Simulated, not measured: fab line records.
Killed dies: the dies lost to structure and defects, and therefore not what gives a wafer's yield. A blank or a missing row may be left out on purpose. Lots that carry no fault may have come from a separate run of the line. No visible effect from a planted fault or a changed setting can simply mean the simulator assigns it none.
fab line records | flow rit-cmos
record lots=6 wafers=18 last-day=8
route steps=202 shown SPACER@127 NSD@131 PSD@142 SDANNEAL@153 PLDD@159 M1@202
lots that met no fault: taken from a fault-free run of the same line
start-h: start of the lot's first displayed wafer, in hours after the record's first day | wait-h: hours since the lot's step before | " same as the row above | L1.1+2: one row covering several wafers at once | - no value present, or no start provided | * or withheld: withheld | < > ~ a bound
route shown NAME@n: NAME is a module with steps in the file, n the number in the route of the first one | usual: the fault-free wafers' mean and standard deviation | same: alike in all rows | chamber/n: place in a boat | sites: the reading at each site | _std_site: standard deviation across them | _edge_site: inner sites' mean taken away from outer sites' mean | radius-mm: how far each site lies from the wafer's centre | mask NAME#n: copy n | behind: the last tool/chamber to shape the wafer | hold: the reason the lot was held/the length of the hold in hours/how it ended | device: transistor that didn't switch, given as n, p or np | end of line: the tests these same wafers got at the end of their route | step lacking rows: just its recipe | killed: the dies lost at the first sort to structure and to defects; this is not the yield of the wafer | map: a wafer's dies, marking killed ones x, the rest . and places with no die _
set.NAME: the run value of the setting; set.NAME@STEP: its run value at that earlier step | model.NAME: the simulator's own value behind a step, which no gauge read
lots seen at some steps along the route; tables by step, rows by wafer
services: a tool's chamber out of use, with start hour (start-h, from the record's first day; less than 0 if before it), hours out, and reason
## steps
# step RIT_SPACER_CLEAN_02
# recipe chemistry=SC2 mix=3:3:50 time-s=600 temp-c=75 dry=n2-spin
# step RIT_SPACER_CVD_03
# recipe material=Si3N4 target-thk-nm=250 temp-c=810 precursor=SiH2Cl2/NH3 time-s=3300 pressure-mtorr=300 sih2cl2-flow-sccm=60 nh3-flow-sccm=150
# step RIT_SPACER_THK_MEAS_04
# recipe reads=Si3N4_of_SPACER_CVD_03
# usual SPACER_NITRIDE_THK=249.4/2.1
# columns lot.wafer tool chamber start-h wait-h SPACER_NITRIDE_THK[nm]
L436.1 film-metro-02 - 57.58 0.0 249.3
L436.2 " - " " 247.5
L436.4 " - " " 247.4
L437.1 film-metro-02 - 62.93 0.0 247.0
L437.4 " - " " 244.6
L437.5 " - " " 244.2
L448.1 film-metro-01 - 116.97 0.0 246.7
L448.2 " - " " 247.7
L448.4 " - " " 246.3
L449.3 film-metro-01 - 123.06 0.0 247.8
L449.4 " - " " 247.9
L449.6 " - " " 247.9
L455.2 film-metro-02 - 177.45 0.0 249.9
L455.4 " - " " 251.8
L455.5 " - " " 252.3
L456.2 film-metro-03 - 179.37 0.0 251.1
L456.3 " - " " 251.0
L456.6 " - " " 252.0
# step RIT_SPACER_ETCHBACK_05
# recipe target-depth-a=2500 SF6_flow_sccm=30 CHF3_flow_sccm=30 target=Si3N4 chemistry=SF6/CHF3 pressure-mtorr=40 rf-w=250 time-s=240 stop-on=SiO2
# usual drypump-motor-current-A=5.7/0.47 oes-product-au=0.845/0.014 throttle-valve-pct=10.29/0.14
# columns lot.wafer tool chamber start-h wait-h drypump-motor-current-A oes-product-au rf-hours-counter-h throttle-valve-pct
L436.1 rie-diel-03 2 57.64 0.1 5.8 0.844 43 10.25
L436.2 " 1 " " 5.5 0.855 1 10.16
L436.4 " 3 " " 5.2 0.844 40 10.20
L437.1 rie-diel-01 0 62.99 0.1 5.9 0.838 42 10.39
L437.4 " 2 " " 6.3 0.810 100 10.41
L437.5 " 0 " " 5.9 0.835 - 10.37
L448.1 rie-diel-04 2 117.03 0.1 5.3 0.852 155 10.12
L448.2 " 0 " " 6.5 0.842 76 10.23
L448.4 " 2 " " 5.3 0.851 - 10.13
L449.3 rie-diel-04 3 123.10 0.0 6.2 0.818 0 10.42
L449.4 " 0 " " 6.4 0.847 - 10.25
L449.6 " 1 " " 5.7 0.829 - 10.57
L455.2 rie-diel-04 2 177.50 0.0 5.3 0.838 0 10.13
L455.4 " 1 " " 5.7 0.845 50 10.57
L455.5 " 2 " " 5.3 0.840 - 10.16
L456.2 rie-diel-03 1 179.42 0.0 5.5 0.877 3 10.15
L456.3 " 3 " " 5.3 0.858 43 10.19
L456.6 " 2 " " 5.8 0.856 - 10.27
# step RIT_NSD_HMDS_00
# recipe prime-time-s=60 prime-temp-c=140
# step RIT_NSD_COAT_01
# recipe resist=NOVOLAK spin-rpm=3250 resist-thk-nm=1000
# step RIT_NSD_SOFTBAKE_02
# recipe resist=NOVOLAK temp-c=90 time-s=60
# step RIT_NSD_EXPOSE_03
# recipe mask-id=M9 na=0.57 target-cd-nm=40700 dose-mj=250
# step RIT_NSD_PEB_04
# recipe resist=NOVOLAK temp-c=withheld time-s=withheld
# step RIT_NSD_DEVELOP_05
# recipe resist=NOVOLAK develop-time-s=50 dev-temp-c=23
# step RIT_NSD_OVL_MEAS_06
# usual NSD_OVL=0.7/1.2
# columns lot.wafer tool chamber start-h wait-h NSD_OVL[nm]
L436.1 overlay-01 - 58.71 - 1.1
L436.2 " - " " 0.3
L436.4 " - " " 1.7
L437.1 overlay-02 - 64.16 - -0.5
L437.4 " - " " -0.4
L437.5 " - " " -0.1
L448.1 overlay-02 - 118.03 - 0.8
L448.2 " - " " 0.6
L448.4 " - " " 0.0
L449.3 overlay-01 - 124.24 - 0.6
L449.4 " - " " -0.5
L449.6 " - " " 0.5
L455.2 overlay-02 - 178.84 - 0.9
L455.4 " - " " 1.7
L455.5 " - " " 2.1
L456.2 overlay-02 - 181.08 - 2.0
L456.3 " - " " 1.6
L456.6 " - " " -0.8
# step RIT_NSD_HARDBAKE_07
# recipe resist=NOVOLAK temp-c=140 time-s=60
# step RIT_NSD_IMPLANT_08
# recipe species=P energy-kev=25 dose-cm2=1e+15 tilt-deg=7
# columns lot.wafer tool chamber start-h wait-h
L436.1+2+4 implanter-02 0 58.89 0.1
L437.1+4+5 implanter-03 0 64.35 0.1
L448.1+2+4 implanter-02 0 118.33 0.1
L449.3+4+6 implanter-02 0 124.46 0.1
L455.2+4+5 implanter-03 0 179.05 0.1
L456.2+3+6 implanter-03 0 181.47 0.1
# step RIT_NSD_STRIP_09
# recipe chemistry=O2 time-s=180 resist=NOVOLAK platen-temp-c=withheld power-w=500 pressure-mtorr=4000 o2-flow-sccm=4000
# usual drypump-motor-current-A=5.5/0.32
# columns lot.wafer tool chamber start-h wait-h drypump-motor-current-A rf-hours-counter-h
L436.1 plasma-asher-04 1 59.04 0.1 5.4 29
L436.2 " 0 " " 5.2 29
L436.4 " 0 " " 5.2 -
L437.1 plasma-asher-04 1 64.50 0.1 5.4 30
L437.4 " 0 " " 5.2 -
L437.5 " 0 " " 5.2 -
L448.1 plasma-asher-02 1 118.48 0.1 5.4 0
L448.2 " 0 " " 6.4 0
L448.4 " 0 " " 6.4 -
L449.3 plasma-asher-04 1 124.62 0.1 5.3 -
L449.4 " 0 " " 5.2 -
L449.6 " 1 " " 5.3 -
L455.2 plasma-asher-02 0 179.17 0.1 6.4 5
L455.4 " 1 " " 5.4 -
L455.5 " 1 " " 5.4 -
L456.2 plasma-asher-04 0 181.60 0.1 5.2 40
L456.3 " 0 " " 5.2 -
L456.6 " 1 " " 5.4 -
# step RIT_NSD_TW_MEAS_10
# usual NSD_TW=3135/17
# columns lot.wafer tool chamber start-h wait-h NSD_TW
L436.1 film-metro-01 - 59.22 0.1 3144
L436.2 " - " " 3133
L436.4 " - " " 3131
L437.1 film-metro-02 - 64.68 0.1 3164
L437.4 " - " " 3156
L437.5 " - " " 3146
L448.1 film-metro-04 - 118.65 0.1 3151
L448.2 " - " " 3138
L448.4 " - " " 3143
L449.3 film-metro-02 - 124.75 0.1 3147
L449.4 " - " " 3144
L449.6 " - " " 3142
L455.2 film-metro-02 - 179.36 0.1 3123
L455.4 " - " " 3130
L455.5 " - " " 3138
L456.2 film-metro-04 - 181.78 0.1 3173
L456.3 " - " " 3172
L456.6 " - " " 3149
# step RIT_PSD_HMDS_00
# recipe prime-time-s=60 prime-temp-c=140
# step RIT_PSD_COAT_01
# recipe resist=NOVOLAK spin-rpm=3250 resist-thk-nm=1000
# step RIT_PSD_SOFTBAKE_02
# recipe resist=NOVOLAK temp-c=89.49 time-s=60
# step RIT_PSD_EXPOSE_03
# recipe mask-id=M10 na=0.57 target-cd-nm=40900 dose-mj=250
# step RIT_PSD_PEB_04
# recipe resist=NOVOLAK temp-c=withheld time-s=withheld
# step RIT_PSD_DEVELOP_05
# recipe resist=NOVOLAK develop-time-s=48.93 dev-temp-c=23
# step RIT_PSD_OVL_MEAS_06
# usual PSD_OVL=0.7/1.4
# columns lot.wafer tool chamber start-h wait-h PSD_OVL[nm]
L436.1 overlay-02 - 60.25 - 0.5
L436.2 " - " " 2.5
L436.4 " - " " 3.4
L437.1 overlay-01 - 65.75 - 0.4
L437.4 " - " " 0.9
L437.5 " - " " 0.6
L448.1 overlay-01 - 119.56 - 1.1
L448.2 " - " " -0.7
L448.4 " - " " 1.4
L449.3 overlay-02 - 125.78 - 0.6
L449.4 " - " " 1.1
L449.6 " - " " 0.6
L455.2 overlay-02 - 180.73 - -0.5
L455.4 " - " " -1.8
L455.5 " - " " -1.4
L456.2 overlay-01 - 182.82 - -0.8
L456.3 " - " " 0.6
L456.6 " - " " 1.0
# step RIT_PSD_HARDBAKE_07
# recipe resist=NOVOLAK temp-c=140 time-s=60
# step RIT_PSD_IMPLANT_08
# recipe species=BF2 energy-kev=27 dose-cm2=5e+15 tilt-deg=7
# step RIT_PSD_STRIP_09
# recipe chemistry=O2 time-s=180 resist=NOVOLAK platen-temp-c=withheld power-w=500 pressure-mtorr=4000 o2-flow-sccm=4000
# usual drypump-motor-current-A=5.6/0.38
# columns lot.wafer tool chamber start-h wait-h drypump-motor-current-A rf-hours-counter-h
L436.1 plasma-asher-04 1 60.59 0.1 5.4 29
L436.2 " 0 " " 5.2 29
L436.4 " 1 " " 5.3 -
L437.1 plasma-asher-01 1 66.08 0.1 5.3 41
L437.4 " 0 " " 5.7 -
L437.5 " 0 " " 5.7 -
L448.1 plasma-asher-04 0 119.90 0.1 5.2 36
L448.2 " 1 " " 5.3 36
L448.4 " 1 " " 5.3 -
L449.3 plasma-asher-01 0 126.16 0.1 5.7 -
L449.4 " 1 " " 5.3 -
L449.6 " 0 " " 5.7 -
L455.2 plasma-asher-03 1 181.27 0.1 6.1 51
L455.4 " 1 " " 6.1 -
L455.5 " 0 " " 6.2 -
L456.2 plasma-asher-04 1 183.15 0.1 5.3 40
L456.3 " 0 " " 5.2 -
L456.6 " 0 " " 5.2 -
# step RIT_PSD_TW_MEAS_10
# usual PSD_TW=3445/18
# columns lot.wafer tool chamber start-h wait-h PSD_TW
L436.1 film-metro-01 - 60.76 0.1 3447
L436.2 " - " " 3429
L436.4 " - " " 3442
L437.1 film-metro-01 - 66.26 0.1 3439
L437.4 " - " " 3443
L437.5 " - " " 3415
L448.1 film-metro-02 - 120.08 0.1 3469
L448.2 " - " " 3446
L448.4 " - " " 3458
L449.3 film-metro-01 - 126.30 0.1 3443
L449.4 " - " " 3453
L449.6 " - " " 3436
L455.2 film-metro-04 - 181.46 0.1 3455
L455.4 " - " " 3462
L455.5 " - " " 3458
L456.2 film-metro-02 - 183.34 0.1 3450
L456.3 " - " " 3452
L456.6 " - " " 3445
# step RIT_SDANNEAL_CLEAN_00
# recipe chemistry=SC1 mix=3:3:50 time-s=600 temp-c=75
# step RIT_SDANNEAL_CLEAN_01
# recipe chemistry=dHF dilution=50:1 time-s=30
# step RIT_SDANNEAL_CLEAN_02
# recipe chemistry=SC2 mix=3:3:50 time-s=600 temp-c=75 dry=n2-spin
# step RIT_SDANNEAL_RTA_03
# recipe temp-c=1050 time-s=5 idle-temp-c=600 ramp-up-c-per-s=342 ramp-down-c-per-s=171 cool-to-c=600 ambient=N2
# usual ramp-down-c-per-s=171.00/0.034 wafer_temp_C_max=1053.6/1.2
# columns lot.wafer tool chamber start-h wait-h ramp-down-c-per-s wafer_temp_C_max
L436.1 rtp-anneal-01 0 61.19 0.0 170.97 1051.6
L436.2 " 0 " " 171.01 1051.5
L436.4 " 0 " " 170.96 1051.8
L437.1 rtp-anneal-02 0 66.70 0.0 171.04 1053.5
L437.4 " 0 " " 170.96 1054.1
L437.5 " 0 " " 170.99 1052.9
L448.1 rtp-anneal-01 0 120.50 0.0 170.98 1054.1
L448.2 " 0 " " 171.00 1052.5
L448.4 " 0 " " 170.97 1051.9
L449.3 rtp-anneal-02 0 126.73 0.0 171.01 1053.1
L449.4 " 0 " " 171.00 1054.8
L449.6 " 0 " " 171.00 1052.6
L455.2 rtp-anneal-02 0 181.89 0.0 170.96 1052.5
L455.4 " 0 " " 170.96 1052.9
L455.5 " 0 " " 170.97 1054.4
L456.2 rtp-anneal-01 0 183.76 0.0 171.04 1053.6
L456.3 " 0 " " 171.04 1052.8
L456.6 " 0 " " 170.97 1052.9
# step RIT_SDANNEAL_RS_MEAS_04
# recipe thk-meas-gauge=four-point-probe
# usual PSD_RS=115.8/0.3
# columns lot.wafer tool chamber start-h wait-h PSD_RS[ohm/sq]
L436.1 film-metro-01 - 61.31 0.1 115.7
L436.2 " - " " 115.7
L436.4 " - " " 115.4
L437.1 film-metro-04 - 66.76 0.0 115.6
L437.4 " - " " 115.7
L437.5 " - " " 115.6
L448.1 film-metro-01 - 120.56 0.0 115.8
L448.2 " - " " 116.0
L448.4 " - " " 115.8
L449.3 film-metro-04 - 126.81 0.1 115.7
L449.4 " - " " 116.0
L449.6 " - " " 115.8
L455.2 film-metro-04 - 181.95 0.1 115.7
L455.4 " - " " 115.7
L455.5 " - " " 115.5
L456.2 film-metro-04 - 183.83 0.1 115.7
L456.3 " - " " 116.0
L456.6 " - " " 115.8
# step RIT_SDANNEAL_RS_MEAS_05
# recipe thk-meas-gauge=four-point-probe
# usual NSD_RS=84.55/0.27
# columns lot.wafer tool chamber start-h wait-h NSD_RS[ohm/sq]
L436.1 film-metro-01 - 61.43 0.1 83.71
L436.2 " - " " 83.99
L436.4 " - " " 84.06
L437.1 film-metro-04 - 66.88 0.1 84.39
L437.4 " - " " 84.44
L437.5 " - " " 84.30
L448.1 film-metro-01 - 120.68 0.1 -
L448.2 " - " " -
L448.4 " - " " -
L449.3 film-metro-04 - 126.93 0.1 -
L449.4 " - " " -
L449.6 " - " " -
L455.2 film-metro-04 - 182.07 0.1 84.92
L455.4 " - " " 84.85
L455.5 " - " " 85.04
L456.2 film-metro-04 - 183.95 0.1 83.97
L456.3 " - " " 84.46
L456.6 " - " " 84.00
# step RIT_SDANNEAL_RS_MEAS_06
# recipe thk-meas-gauge=four-point-probe
# usual PLDD_RS=179.6/0.41
# columns lot.wafer tool chamber start-h wait-h PLDD_RS[ohm/sq]
L436.1 film-metro-01 - 61.55 0.1 179.6
L436.2 " - " " 179.4
L436.4 " - " " 179.6
L437.1 film-metro-04 - 67.00 0.1 180.0
L437.4 " - " " 179.5
L437.5 " - " " 180.0
L448.1 film-metro-01 - 120.80 0.1 179.5
L448.2 " - " " 180.0
L448.4 " - " " 179.3
L449.3 film-metro-04 - 127.05 0.1 179.7
L449.4 " - " " 180.6
L449.6 " - " " 179.7
L455.2 film-metro-04 - 182.19 0.1 179.2
L455.4 " - " " 179.1
L455.5 " - " " 178.9
L456.2 film-metro-04 - 184.07 0.1 180.2
L456.3 " - " " 180.4
L456.6 " - " " 179.9
# step RIT_M1_PROBE_99
# usual killed-at-front-end=7/3.3 killed-dies=7/3.2 killed-open=3.6/2.2 killed-short=3.5/2
# same gross-dies=264 killed_at_M0_to_M3=0 killed_at_M4_up=0 killed-at-back-side=0 killed-at-contacts=0 killed-at-other=0
# columns lot.wafer tool chamber start-h wait-h killed-at-front-end killed-dies killed-open killed-short model.etest.contact-nplus.end-ohm-um model.etest.diode-nplus-pwell.bv-v model.etest.nmos_0p3.bv-v model.etest.nmos_0p15.bv-v model.etest.diode-nplus-pwell.cj-ff-um2 model.etest.diode-nplus-comb.cj-ff-um2
L436.1 prober-02 - 68.93 0.1 15 15 7 8 39.77 5.922 5.476 5.476 2.083 2.627
L436.2 prober-02 - 68.98 0.1 10 10 7 3 42.12 5.918 5.485 5.485 2.09 2.665
L436.4 prober-02 - 69.08 0.2 13 13 3 10 41.16 5.956 5.494 5.492 2.092 2.649
L437.1 prober-01 - 74.03 0.1 7 7 1 6 43.26 5.951 5.488 5.488 2.088 2.72
L437.4 prober-01 - 74.18 0.2 5 5 3 2 43.12 5.86 5.415 5.415 2.097 2.703
L437.5 prober-01 - 74.23 0.2 15 15 7 8 43.2 5.923 5.458 5.458 2.092 2.715
L448.1 prober-02 - 128.05 0.1 12 12 5 7 42.97 5.762 5.39 5.39 2.152 2.732
L448.2 prober-02 - 128.10 0.1 6 6 3 3 44.42 5.789 5.401 5.401 2.136 2.692
L448.4 prober-02 - 128.20 0.2 15 15 6 9 43.6 5.764 5.393 5.393 2.147 2.731
L449.3 prober-01 - 134.10 0.2 10 10 9 1 43.94 5.746 5.412 5.412 2.13 2.661
L449.4 prober-01 - 134.15 0.2 4 4 0 4 43.32 5.835 5.447 5.445 2.118 2.688
L449.6 prober-01 - 134.25 0.2 7 7 2 5 43.86 5.78 5.429 5.429 2.148 2.699
L455.2 prober-01 - 189.38 0.1 6 6 6 0 41.26 5.989 5.532 5.532 2.059 2.587
L455.4 prober-01 - 189.48 0.2 9 9 3 6 41.52 5.972 5.519 5.519 2.078 2.615
L455.5 prober-01 - 189.53 0.2 13 13 6 7 40.81 6.006 5.54 5.54 2.069 2.607
L456.2 prober-02 - 191.39 0.1 8 8 5 3 41.05 5.979 5.461 5.461 2.077 2.644
L456.3 prober-02 - 191.44 0.2 5 5 3 2 41.3 5.946 5.465 5.465 2.056 2.631
L456.6 prober-02 - 191.59 0.2 6 6 3 3 39.56 5.988 5.51 5.51 2.068 2.611
# killed by level:class
L436.1 SILICIDE:geometric-particle:open=4 REOX:geometric-particle:short=3 FOX1:geometric-particle:short=2 FOX2:geometric-particle:short=1 FOX2:geometric-particle:open=1 GATE:geometric-particle:open=1 GATE:geometric-particle:short=1 SPACER:geometric-particle:open=1
L436.2 GATE:geometric-particle:open=3 SILICIDE:geometric-particle:open=2 FOX1:geometric-particle:open=1 FOX1:geometric-particle:short=1 GATE:geometric-particle:short=1 SPACER:geometric-particle:open=1 SILICIDE:geometric-particle:short=1
L436.4 FOX1:geometric-particle:short=3 SILICIDE:geometric-particle:short=3 REOX:geometric-particle:short=2 SPACER:geometric-particle:short=2 GATE:geometric-particle:open=1 REOX:geometric-particle:open=1 SILICIDE:geometric-particle:open=1
L437.1 SILICIDE:geometric-particle:short=3 FOX1:geometric-particle:short=1 FOX2:geometric-particle:open=1 GATE:geometric-particle:short=1 REOX:geometric-particle:short=1
L437.4 GATE:geometric-particle:open=1 REOX:geometric-particle:open=1 SPACER:geometric-particle:short=1 SILICIDE:geometric-particle:open=1 SILICIDE:geometric-particle:short=1
L437.5 REOX:geometric-particle:short=4 GATE:geometric-particle:open=3 SILICIDE:geometric-particle:open=3 FOX1:geometric-particle:short=1 GATE:geometric-particle:short=1 REOX:geometric-particle:open=1 SPACER:geometric-particle:short=1 SILICIDE:geometric-particle:short=1
L448.1 GATE:geometric-particle:short=5 GATE:geometric-particle:open=4 REOX:geometric-particle:open=1 REOX:geometric-particle:short=1 SPACER:geometric-particle:short=1
L448.2 GATE:geometric-particle:open=3 SPACER:geometric-particle:short=2 GATE:geometric-particle:short=1
L448.4 GATE:geometric-particle:short=5 GATE:geometric-particle:open=5 REOX:geometric-particle:short=2 SPACER:geometric-particle:short=2 REOX:geometric-particle:open=1
L449.3 SPACER:geometric-particle:open=5 GATE:geometric-particle:open=3 REOX:geometric-particle:open=1 SPACER:geometric-particle:short=1
L449.4 GATE:geometric-particle:short=3 SPACER:geometric-particle:short=1
L449.6 REOX:geometric-particle:short=3 GATE:geometric-particle:open=2 SPACER:geometric-particle:short=2
L455.2 FOX1:geometric-particle:open=2 SPACER:geometric-particle:open=2 GATE:geometric-particle:open=1 REOX:geometric-particle:open=1
L455.4 GATE:geometric-particle:short=2 SILICIDE:geometric-particle:short=2 FOX1:geometric-particle:open=1 GATE:geometric-particle:open=1 REOX:geometric-particle:open=1 REOX:geometric-particle:short=1 SPACER:geometric-particle:short=1
L455.5 FOX1:geometric-particle:short=3 GATE:geometric-particle:open=3 SPACER:geometric-particle:short=2 SILICIDE:geometric-particle:open=2 FOX2:geometric-particle:short=1 REOX:geometric-particle:short=1 REOX:geometric-particle:open=1
L456.2 GATE:geometric-particle:open=5 GATE:geometric-particle:short=2 SILICIDE:geometric-particle:short=1
L456.3 FOX2:geometric-particle:short=2 REOX:geometric-particle:open=2 GATE:geometric-particle:open=1
L456.6 SPACER:geometric-particle:open=2 SPACER:geometric-particle:short=2 FOX1:geometric-particle:short=1 GATE:geometric-particle:open=1
## services
# columns tool chamber start-h hours kind
plasma-asher-03 - 41.29 28.1 pm
implanter-03 - 50.78 3.0 pm
implanter-03 - 56.03 3.3 repair
plasma-asher-02 - 57.74 2.3 repair
implanter-03 - 65.24 1.3 repair
rie-diel-04 - 65.71 0.7 repair
rie-diel-04 3 73.20 16.0 repair
rie-diel-04 0 78.92 4.7 repair
rie-diel-03 0 82.53 1.4 repair
rie-diel-04 2 86.52 12.9 repair
rie-diel-04 3 99.46 - clean
rie-diel-04 3 99.46 18.5 scheduled-down
rie-diel-04 3 99.46 18.5 vent-cycle
plasma-asher-03 - 102.36 0.6 repair
plasma-asher-02 - 108.75 9.0 pm
plasma-asher-02 0 108.75 9.0 vent-cycle
plasma-asher-02 1 108.75 9.0 vent-cycle
rie-diel-04 2 118.29 - clean
rie-diel-04 2 118.29 17.4 scheduled-down
rie-diel-04 2 118.29 17.4 vent-cycle
implanter-02 - 135.65 5.0 pm
rie-diel-01 2 135.91 7.5 repair
plasma-asher-04 - 142.29 2.6 repair
rie-diel-03 - 182.46 1.1 repair
## key
first-sign step=RIT_SDANNEAL_RS_MEAS_05 reading=NSD_RS direction=missing
effect none on later readings
model-effect step=RIT_M1_PROBE_99 value=etest.contact-nplus.end-ohm-um without=42.62 struck=43.69
met-at RIT_NSD_IMPLANT_08
struck-wafers L448.1,L448.2,L448.4,L449.3,L449.4,L449.6
tester-left-out L448,L449
loop-trim step=RIT_M1_EXPOSE_06 setting=dose lots=L448,L449
onset-between 58.89 118.33
fault kind=process-parameter-drift tool=implanter-02 chamber=- onset-h=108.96 steps=RIT_NSD_IMPLANT_08 channel=tilt-deg offset=8 spread-by-wafer=0.3 shape=step end-h=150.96 acts-in=these-recipes-only stated=7
# tester-left-out: of these lots the tester's yield and bins aren't shown, on N5 and GAA mostly nor the transistor test; their killed dies are dies lost to structure and defects alone, not to doping, threshold or leakage, so they don't give the yield
# loop-trim: a control loop set the setting to another value than it would have without faults
